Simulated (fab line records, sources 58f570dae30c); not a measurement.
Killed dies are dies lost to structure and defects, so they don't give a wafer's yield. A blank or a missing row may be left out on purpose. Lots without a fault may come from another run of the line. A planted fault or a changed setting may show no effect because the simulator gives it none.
Which tool did it? | flow berkeley_cmos170 | 16 lots, 48 wafers sampled, at 5 steps of a route of 331

WHAT THE GAUGES READ, wafer by wafer
UCB170_NWELL_OVL_MEAS_12. Usual: NWELL_OVL -3 nm, standard deviation 5.7.
lot  | measured    | on         | NWELL_OVL (nm) | flag
L507 | day 2 09:51 | overlay-02 | -1 -6 5        |
L508 | day 2 15:42 | overlay-02 | -5 1 -1        |
L509 | day 2 18:59 | overlay-01 | -11 -5 -5      |
L510 | day 3 03:18 | overlay-01 | -7 -7 -5       |
L512 | day 3 18:17 | overlay-02 | -1 -1 -5       |
L514 | day 4 01:47 | overlay-01 | -2 -7 -6       |
L515 | day 4 16:48 | overlay-01 | 1 5 -2         |
L516 | day 4 17:02 | overlay-01 | 1 5 -2         |
L517 | day 5 00:10 | overlay-01 | -1 1 2         |
L518 | day 5 00:17 | overlay-02 | -4 -3 -7       |
L519 | day 5 04:08 | overlay-01 | -6 -6 0        |
L522 | day 5 13:31 | overlay-01 | 3 1 4          |
L527 | day 6 08:11 | overlay-01 | 1 -7 -4        |
L526 | day 6 08:22 | overlay-02 | 1 -11 -5       |
L529 | day 6 21:47 | overlay-02 | 4 9 6          |
L530 | day 6 22:55 | overlay-02 | 6 3 10         |

UCB170_WELLDRIVE_THK_MEAS_02. Usual: WELLDRIVE_OXIDE_THK 198 nm, standard deviation 4.7.
lot  | measured    | on            | WELLDRIVE_OXIDE_THK (nm) | flag
L507 | day 3 22:04 | film_metro-03 | 203 201 203              |
L508 | day 3 22:07 | film_metro-03 | 198 199 197              |
L509 | day 3 22:04 | film_metro-04 | 198 199 198              |
L510 | day 4 14:58 | film_metro-03 | 213 207 211              |
L512 | day 5 01:16 | film_metro-04 | 195 189 191              |
L514 | day 5 07:46 | film_metro-03 | 201 201 203              |
L515 | day 6 01:55 | film_metro-02 | 201 203 201              |
L516 | day 6 09:28 | film_metro-02 | 168 173 171              | OFF
L517 | day 6 09:28 | film_metro-04 | 178 178 181              | OFF
L518 | day 6 09:32 | film_metro-03 | 180 179 178              | OFF
L519 | day 6 09:28 | film_metro-03 | 177 173 175              | OFF
L522 | day 6 17:59 | film_metro-04 | 203 207 206              |
L527 | day 7 11:07 | film_metro-03 | 199 198 199              |
L526 | day 7 11:07 | film_metro-04 | 202 199 202              |
L529 | day 7 23:08 | film_metro-04 | 193 192 192              |
L530 | day 7 23:08 | film_metro-03 | 192 193 194              |

UCB170_GATE_THK_MEAS_02. Usual: GATE_OXIDE_THK 6.61 nm, standard deviation 0.1.
lot  | measured     | on            | GATE_OXIDE_THK (nm) | flag
L507 | day 6 11:00  | film_metro-04 | 6.70 6.75 6.64      |
L508 | day 6 10:58  | film_metro-03 | 6.55 6.64 6.69      |
L509 | day 6 11:02  | film_metro-03 | 6.65 6.73 6.65      |
L510 | day 6 19:46  | film_metro-04 | 6.62 6.70 6.65      |
L512 | day 7 08:03  | film_metro-03 | 6.61 6.69 6.71      |
L514 | day 7 08:00  | film_metro-03 | 6.39 6.53 6.47      |
L515 | day 8 01:33  | film_metro-04 | 6.64 6.69 6.67      |
L516 | day 8 09:08  | film_metro-03 | 6.67 6.57 6.60      |
L517 | day 8 09:17  | film_metro-04 | 6.46 6.52 6.47      |
L518 | day 8 09:16  | film_metro-03 | 6.60 6.50 6.71      |
L519 | day 8 09:12  | film_metro-03 | 6.66 6.56 6.67      |
L522 | day 8 21:22  | film_metro-04 | 6.66 6.48 6.47      |
L527 | day 9 20:32  | film_metro-03 | 6.56 6.72 6.66      |
L526 | day 9 18:57  | film_metro-02 | 6.91 6.67 6.66      |
L529 | day 10 02:12 | film_metro-03 | 6.57 6.62 6.59      |
L530 | day 10 02:13 | film_metro-02 | 6.41 6.42 6.48      |

UCB170_GATE_THK_MEAS_05. Usual: GATE_POLY_THK 208.3 nm, standard deviation 1.9.
lot  | measured     | on            | GATE_POLY_THK (nm) | flag
L507 | day 6 16:29  | film_metro-04 | 208.8 207.6 207.6  |
L508 | day 6 16:31  | film_metro-03 | 207.5 208.1 207.6  |
L509 | day 6 16:32  | film_metro-04 | 210.4 209.8 209.0  |
L510 | day 7 01:20  | film_metro-02 | 204.4 204.1 205.6  |
L512 | day 7 13:01  | film_metro-04 | 208.2 204.7 204.8  |
L514 | day 7 13:01  | film_metro-03 | 210.8 213.0 211.4  |
L515 | day 8 06:01  | film_metro-02 | 206.8 206.8 207.7  |
L516 | day 8 14:32  | film_metro-02 | 208.5 210.1 207.4  |
L517 | day 8 14:32  | film_metro-04 | 210.5 210.3 209.8  |
L518 | day 8 14:37  | film_metro-02 | 206.0 206.4 204.1  |
L519 | day 8 14:32  | film_metro-03 | 209.1 210.1 209.9  |
L522 | day 9 03:19  | film_metro-03 | 206.6 208.4 207.6  |
L527 | day 10 00:15 | film_metro-02 | 210.5 211.9 210.6  |
L526 | day 10 00:15 | film_metro-04 | 210.4 210.9 209.0  |
L529 | day 10 08:08 | film_metro-02 | 206.7 206.8 208.3  |
L530 | day 10 08:08 | film_metro-04 | 208.2 206.4 204.7  |

WHICH TOOL RAN EACH LOT (tool, then ch and the chambers of the sampled wafers, then the start)
lot  | UCB170_WELLDRIVE_OXIDATION_01
L507 | furnace-03 ch 0, day 3 18:34
L508 | furnace-03 ch 0, day 3 18:34
L509 | furnace-03 ch 0, day 3 18:34
L510 | furnace-02 ch 0, day 4 11:28
L512 | furnace-02 ch 0, day 4 21:45
L514 | furnace-02 ch 0, day 5 04:15
L515 | furnace-02 ch 0, day 5 22:25
L516 | furnace-02 ch 0, day 6 05:58
L517 | furnace-02 ch 0, day 6 05:58
L518 | furnace-02 ch 0, day 6 05:58
L519 | furnace-02 ch 0, day 6 05:58
L522 | furnace-03 ch 0, day 6 14:27
L527 | furnace-04 ch 0, day 7 07:37
L526 | furnace-04 ch 0, day 7 07:37
L529 | furnace-04 ch 0, day 7 19:38
L530 | furnace-04 ch 0, day 7 19:38
- UCB170_WELLDRIVE_OXIDATION_01: target thk 199 nm, ox time 9000 s.

WHAT THE TOOLS THEMSELVES READ (means of the sampled wafers that have a number; where no wafer has one, the mark that the record gives instead)
UCB170_WELLDRIVE_OXIDATION_01. Usual: spike_tc_centre_C 1101.8 C, standard deviation 1.6; spike_tc_load_C 1128.7 C, standard deviation 1.4; spike_tc_source_C 1127 C, standard deviation 4.7; tube_center_temp_C_max 1102.8, standard deviation 0.39.
lot  | tool       | spike_tc_centre_C (C) | spike_tc_load_C (C) | spike_tc_source_C (C) | tube_center_temp_C_max | flag
L507 | furnace-03 | 1103.2                | 1126.8              | 1130                  | 1103.0                 |
L508 | furnace-03 | 1103.1                | 1127.8              | 1130                  | 1103.1                 |
L509 | furnace-03 | 1103.3                | 1127.3              | 1130                  | 1102.7                 |
L510 | furnace-02 | 1101.8                | 1127.7              | 1123                  | 1102.4                 |
L512 | furnace-02 | 1101.9                | 1128.6              | 1122                  | 1102.9                 |
L514 | furnace-02 | 1102.5                | 1128.6              | 1123                  | 1102.8                 |
L515 | furnace-02 | 1100.7                | 1129.5              | 1123                  | 1102.6                 |
L516 | furnace-02 | 1086.4                | 1112.2              | 1107                  | 1102.9                 | OFF
L517 | furnace-02 | 1086.3                | 1112.5              | 1107                  | 1103.3                 | OFF
L518 | furnace-02 | 1086.4                | 1113.9              | 1106                  | 1102.9                 | OFF
L519 | furnace-02 | 1085.6                | 1113.4              | 1106                  | 1102.9                 | OFF
L522 | furnace-03 | 1103.4                | 1127.2              | 1129                  | 1102.9                 |
L527 | furnace-04 | 1100.8                | 1130.2              | 1133                  | 1102.5                 |
L526 | furnace-04 | 1099.8                | 1129.7              | 1133                  | 1102.7                 |
L529 | furnace-04 | 1099.9                | 1129.9              | 1132                  | 1102.9                 |
L530 | furnace-04 | 1099.6                | 1129.5              | 1132                  | 1102.9                 |

THE ANSWER, worked out from the rows above alone
Rule: a lot is off if the mean of its wafers that have a number lies more than 3 standard deviations from the usual mean. A lot without any number at a reading at which 4 lots or more have one is off too. The other lots that the step has rows for count as sound. The gauges are gone through in route order, then the tools' own readings, and for those a lot's mean is taken as printed above. The first step at which some lot is off is used, and at that step the reading that is off furthest; a lot without a number counts as furthest.
Off: L516, L517, L518, L519, at UCB170_WELLDRIVE_THK_MEAS_02 (WELLDRIVE_OXIDE_THK).
A tool fits if, at a process step before that reading, it ran every lot that is off, and no sound lot after the first of them. The gauges at UCB170_WELLDRIVE_THK_MEAS_02 aren't tried: what is off there is off at UCB170_WELLDRIVE_OXIDATION_01 too, on other tools, and a gauge's error can't cause that. One fits: furnace-02 at UCB170_WELLDRIVE_OXIDATION_01. Its last sound lot is L515 (day 5 22:25), its first lot that is off L516 (day 6 05:58): a fault that began between those two fits.
The tool's own readings at UCB170_WELLDRIVE_OXIDATION_01 bear it out: on the lots that are off they differ by more than 5 times the standard deviation of the sound lots' means. spike_tc_centre_C reads 1086.2 C there against 1101.7 C on the sound lots; spike_tc_load_C reads 1113.0 C there against 1128.6 C on the sound lots; spike_tc_source_C reads 1106 C there against 1128 C on the sound lots.

WHAT THE SIMULATOR HAD PUT IN
Process parameter drift: furnace-02, from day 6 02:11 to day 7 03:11, at UCB170_WELLDRIVE_OXIDATION_01. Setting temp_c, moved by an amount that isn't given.
Lots struck among those shown: L516, L517, L518, L519. The rule above found the same.
